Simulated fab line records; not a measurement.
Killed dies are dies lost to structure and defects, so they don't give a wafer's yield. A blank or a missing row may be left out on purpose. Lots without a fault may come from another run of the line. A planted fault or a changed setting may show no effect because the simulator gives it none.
fab line records	flow berkeley_cmos170
record lots=13	wafers=39	last_day=12
route steps=331 shown PFIELD@85 NVT@110 GATE@131 NLDD@161
lots that met no fault: from a run of the same line without faults
start_h: start of the lot's first displayed wafer, in hours after the record's first day	wait_h: hours since the lot's step before	" same as the row above	L1.1+2: several wafers, shown together as one row	- no value, or no start was given	* or withheld: withheld	< > ~ a bound
route shown NAME@n: NAME is a module with steps in the file, n the number in the route of the first one	usual: average and standard deviation across the fault-free wafers	same: alike in all rows	chamber/n: place in a boat	sites: each site's reading	_std_site: standard deviation across them	_edge_site: inner sites' mean taken away from outer sites' mean	radius_mm: for every site, how far away it sits from the centre of the wafer	mask NAME#n: copy n	behind: tool/chamber where the wafer was last shaped	hold: what put the lot on hold/how long, in hours/how the hold closed	device: the n, p or np transistor that did not switch	end of line: at the end of the route, the tests of the same wafers	step lacking rows: just its recipe	killed: not the wafer's yield, but the dies lost to structure and defects at the first sort	map: dies across one wafer; x = killed, . = not, _ = none there
set.NAME: the setting the step ran with; set.NAME@STEP: the setting that earlier step ran with	model.NAME: the simulator's own value behind a step, which no gauge read
a sample of lots followed through the steps of the route, with each step as a table and each wafer as a row
services: when a tool's chamber went out of use (start_h, in hours from the record's first day, below 0 if earlier), for how many hours, and the reason
## steps
# step UCB170_PFIELD_OVL_MEAS_06
# usual PFIELD_OVL=0/5
lot.wafer	tool	chamber	start_h	wait_h	PFIELD_OVL[nm]
L663.2	overlay-01	-	89.88	-	0
L663.5	"	-	"	"	-4
L663.6	"	-	"	"	-3
L661.1	overlay-02	-	90.05	-	0
L661.2	"	-	"	"	-1
L661.6	"	-	"	"	2
L666.3	overlay-02	-	111.80	-	-4
L666.5	"	-	"	"	6
L666.6	"	-	"	"	2
L671.1	overlay-02	-	138.97	-	-8
L671.5	"	-	"	"	-9
L671.6	"	-	"	"	-4
L674.1	overlay-02	-	150.77	-	-9
L674.4	"	-	"	"	2
L674.5	"	-	"	"	-8
L675.1	overlay-02	-	161.96	-	3
L675.2	"	-	"	"	-7
L675.5	"	-	"	"	3
L676.2	overlay-01	-	170.78	-	-5
L676.5	"	-	"	"	1
L676.6	"	-	"	"	-2
L677.3	overlay-02	-	171.24	-	11
L677.4	"	-	"	"	2
L677.5	"	-	"	"	11
L678.1	overlay-01	-	171.75	-	-6
L678.3	"	-	"	"	-3
L678.5	"	-	"	"	-5
L679.1	overlay-01	-	190.52	-	2
L679.2	"	-	"	"	2
L679.5	"	-	"	"	5
L681.3	overlay-02	-	195.74	-	6
L681.4	"	-	"	"	0
L681.5	"	-	"	"	1
L682.1	overlay-02	-	195.77	-	5
L682.3	"	-	"	"	-6
L682.4	"	-	"	"	-1
L680.2	overlay-01	-	195.90	-	0
L680.3	"	-	"	"	-6
L680.6	"	-	"	"	-4
# step UCB170_NVT_OVL_MEAS_06
# usual NVT_OVL=-3/5.6
lot.wafer	tool	chamber	start_h	wait_h	NVT_OVL[nm]
L663.2	overlay-01	-	114.15	-	-9
L663.5	"	-	"	"	-9
L663.6	"	-	"	"	-9
L661.1	overlay-02	-	114.23	-	3
L661.2	"	-	"	"	-1
L661.6	"	-	"	"	-7
L666.3	overlay-01	-	140.61	-	6
L666.5	"	-	"	"	-8
L666.6	"	-	"	"	2
L671.1	overlay-01	-	169.61	-	1
L671.5	"	-	"	"	-3
L671.6	"	-	"	"	0
L674.1	overlay-02	-	186.63	-	-7
L674.4	"	-	"	"	-6
L674.5	"	-	"	"	-4
L675.1	overlay-02	-	196.73	-	-5
L675.2	"	-	"	"	-15
L675.5	"	-	"	"	-2
L678.1	overlay-01	-	201.19	-	-6
L678.3	"	-	"	"	-7
L678.5	"	-	"	"	-8
L676.2	overlay-02	-	201.27	-	0
L676.5	"	-	"	"	-2
L676.6	"	-	"	"	6
L677.3	overlay-02	-	201.48	-	0
L677.4	"	-	"	"	2
L677.5	"	-	"	"	-5
L679.1	overlay-02	-	216.82	-	-3
L679.2	"	-	"	"	-4
L679.5	"	-	"	"	-3
L682.1	overlay-02	-	221.59	-	-12
L682.3	"	-	"	"	-10
L682.4	"	-	"	"	-5
L681.3	overlay-02	-	222.03	-	-9
L681.4	"	-	"	"	-7
L681.5	"	-	"	"	-9
L680.2	overlay-02	-	222.57	-	-20
L680.3	"	-	"	"	-7
L680.6	"	-	"	"	-6
# step UCB170_GATE_THK_MEAS_05
# recipe reads=poly-Si_of_GATE_CVD_04
# usual GATE_POLY_THK=213.3/2.2
lot.wafer	tool	chamber	start_h	wait_h	GATE_POLY_THK[nm]
L661.1	film_metro-04	-	130.83	0.0	208.3
L661.2	"	-	"	"	211.7
L661.6	"	-	"	"	211.5
L663.2	film_metro-01	-	130.84	0.0	219.0
L663.5	"	-	"	"	217.8
L663.6	"	-	"	"	218.3
L666.3	film_metro-04	-	154.27	0.0	209.1
L666.5	"	-	"	"	211.7
L666.6	"	-	"	"	213.5
L671.1	film_metro-04	-	188.69	0.0	214.0
L671.5	"	-	"	"	213.8
L671.6	"	-	"	"	215.8
L674.1	film_metro-04	-	202.96	0.0	213.4
L674.4	"	-	"	"	213.4
L674.5	"	-	"	"	213.3
L678.1	film_metro-02	-	215.42	0.0	210.1
L678.3	"	-	"	"	210.0
L678.5	"	-	"	"	212.2
L676.2	film_metro-01	-	215.43	0.0	212.7
L676.5	"	-	"	"	213.5
L676.6	"	-	"	"	210.2
L677.3	film_metro-04	-	215.44	0.0	211.0
L677.4	"	-	"	"	209.9
L677.5	"	-	"	"	211.9
L675.1	film_metro-01	-	215.48	0.1	214.5
L675.2	"	-	"	"	214.8
L675.5	"	-	"	"	214.2
L679.1	film_metro-02	-	228.62	0.0	212.1
L679.2	"	-	"	"	213.5
L679.5	"	-	"	"	213.0
L682.1	film_metro-02	-	235.74	0.0	210.6
L682.3	"	-	"	"	209.4
L682.4	"	-	"	"	210.8
L680.2	film_metro-01	-	235.75	0.0	212.5
L680.3	"	-	"	"	212.2
L680.6	"	-	"	"	211.7
L681.3	film_metro-02	-	235.82	0.1	211.9
L681.4	"	-	"	"	211.5
L681.5	"	-	"	"	213.8
# step UCB170_NLDD_EXPOSE_03
# recipe mask_id=NSELECT	na=0.5	sigma_outer=0.6	source_shape=conventional	target_cd_nm=1200	dose_mj=30
lot.wafer	tool	chamber	start_h	wait_h	mask
L663.2+5+6	krf_scanner-01	0	135.42	0.2	NSELECT#0
L661.1+2+6	krf_scanner-01	0	135.57	0.1	NSELECT#0
L666.3+5+6	krf_scanner-01	0	158.64	0.2	PSELECT#0
L671.1+5+6	krf_scanner-02	0	194.92	0.5	NSELECT#0
L674.1+4+5	krf_scanner-01	0	206.99	0.2	NSELECT#0
L676.2+5+6	krf_scanner-02	0	220.26	0.2	NSELECT#0
L677.3+4+5	krf_scanner-02	0	221.45	0.1	NSELECT#0
L678.1+3+5	krf_scanner-01	0	221.87	0.2	NSELECT#0
L675.1+2+5	krf_scanner-01	0	222.04	0.1	NSELECT#0
L679.1+2+5	krf_scanner-02	0	233.31	0.2	NSELECT#0
L682.1+3+4	krf_scanner-01	0	240.93	0.2	NSELECT#0
L680.2+3+6	krf_scanner-01	0	241.63	0.5	NSELECT#0
L681.3+4+5	krf_scanner-02	0	241.90	0.3	NSELECT#0
# step UCB170_NLDD_CD_MEAS_06
# recipe target_cd_nm=1200
# usual cd_nm=1199.7/1.2
lot.wafer	tool	chamber	start_h	wait_h	cd_nm
L663.2	cd_sem-01	-	136.47	-	1200.3
L663.5	"	-	"	"	1201.8
L663.6	"	-	"	"	1200.3
L661.1	cd_sem-01	-	136.67	-	1200.4
L661.2	"	-	"	"	1200.1
L661.6	"	-	"	"	1201.4
L666.3	cd_sem-01	-	159.16	-	-
L666.5	"	-	"	"	-
L666.6	"	-	"	"	-
L671.1	cd_sem-01	-	195.83	-	1199.4
L671.5	"	-	"	"	1199.9
L671.6	"	-	"	"	1200.2
L674.1	cd_sem-01	-	207.38	-	1198.6
L674.4	"	-	"	"	1200.1
L674.5	"	-	"	"	1198.1
L676.2	cd_sem-02	-	221.43	-	1198.0
L676.5	"	-	"	"	1198.5
L676.6	"	-	"	"	1198.9
L677.3	cd_sem-02	-	222.33	-	1200.4
L677.4	"	-	"	"	1198.8
L677.5	"	-	"	"	1200.1
L678.1	cd_sem-02	-	222.41	-	1200.0
L678.3	"	-	"	"	1199.2
L678.5	"	-	"	"	1199.9
L675.1	cd_sem-02	-	222.58	-	1200.2
L675.2	"	-	"	"	1199.8
L675.5	"	-	"	"	1198.6
L679.1	cd_sem-02	-	233.70	-	1197.0
L679.2	"	-	"	"	1198.2
L679.5	"	-	"	"	1199.1
L682.1	cd_sem-02	-	241.32	-	1200.5
L682.3	"	-	"	"	1200.9
L682.4	"	-	"	"	1199.7
L680.2	cd_sem-01	-	242.21	-	1199.2
L680.3	"	-	"	"	1198.9
L680.6	"	-	"	"	1199.2
L681.3	cd_sem-02	-	242.29	-	1199.3
L681.4	"	-	"	"	1201.0
L681.5	"	-	"	"	1199.2
# step UCB170_NLDD_TW_MEAS_11
# usual NLDD_TW=2238/35
lot.wafer	tool	chamber	start_h	wait_h	NLDD_TW
L663.2	film_metro-01	-	137.02	0.1	2212
L663.5	"	-	"	"	2201
L663.6	"	-	"	"	2214
L661.1	film_metro-03	-	137.23	0.1	2219
L661.2	"	-	"	"	2220
L661.6	"	-	"	"	2229
L666.3	film_metro-02	-	159.69	0.1	31
L666.5	"	-	"	"	31
L666.6	"	-	"	"	31
L671.1	film_metro-01	-	196.39	0.1	2213
L671.5	"	-	"	"	2207
L671.6	"	-	"	"	2230
L674.1	film_metro-01	-	207.94	0.1	2206
L674.4	"	-	"	"	2193
L674.5	"	-	"	"	2205
L676.2	film_metro-03	-	221.98	0.1	2247
L676.5	"	-	"	"	2238
L676.6	"	-	"	"	2248
L677.3	film_metro-01	-	222.87	0.1	2203
L677.4	"	-	"	"	2195
L677.5	"	-	"	"	2199
L678.1	film_metro-03	-	222.97	0.1	2238
L678.3	"	-	"	"	2239
L678.5	"	-	"	"	2242
L675.1	film_metro-02	-	223.14	0.1	2281
L675.2	"	-	"	"	2277
L675.5	"	-	"	"	2288
L679.1	film_metro-03	-	234.25	0.1	2245
L679.2	"	-	"	"	2240
L679.5	"	-	"	"	2235
L682.1	film_metro-01	-	241.88	0.1	2204
L682.3	"	-	"	"	2220
L682.4	"	-	"	"	2214
L680.2	film_metro-01	-	242.76	0.1	2213
L680.3	"	-	"	"	2219
L680.6	"	-	"	"	2218
L681.3	film_metro-02	-	242.82	0.1	2295
L681.4	"	-	"	"	2298
L681.5	"	-	"	"	2301
## services
tool	chamber	start_h	hours	kind
krf_scanner-01	0	121.21	-	calibration
krf_scanner-02	-	138.36	1.0	pm
krf_scanner-01	-	159.99	4.0	pm
krf_scanner-02	-	167.63	0.8	pm
krf_scanner-02	-	176.70	0.6	repair
krf_scanner-02	-	178.46	2.4	repair
krf_scanner-02	-	187.03	1.9	repair
krf_scanner-01	-	204.52	1.3	pm
krf_scanner-01	-	231.27	1.0	pm
krf_scanner-02	-	238.22	1.3	pm
## key
first_sign step=UCB170_NLDD_EXPOSE_03	reading=mask	direction=changed
effect step=UCB170_NLDD_CD_MEAS_06	reading=cd_nm	direction=missing
effect step=UCB170_NLDD_TW_MEAS_11	reading=NLDD_TW	direction=down	sigmas=63	usual=2238	struck=31
met_at UCB170_NLDD_EXPOSE_03
struck_lots L666
sort_left_out L666.3,L666.5,L666.6
tester_left_out L666
not_acting_at UCB170_PFIELD_OVL_MEAS_06,UCB170_NVT_OVL_MEAS_06,UCB170_GATE_THK_MEAS_05
onset_between 135.57 158.64
fault kind=wrong_mask	tool=any	chamber=-	onset_h=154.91	steps=UCB170_NLDD_EXPOSE_03	aux_copy=PSELECT#0	scope=struck_lots_only
# tester_left_out: of these lots the tester's yield and bins aren't shown, on N5 and GAA mostly nor the transistor test; their killed dies are dies lost to structure and defects alone, not to doping, threshold or leakage, so they don't give the yield
# sort_left_out: the simulated sort isn't trusted on such a fault, so these wafers' sort isn't shown, and their yield isn't known
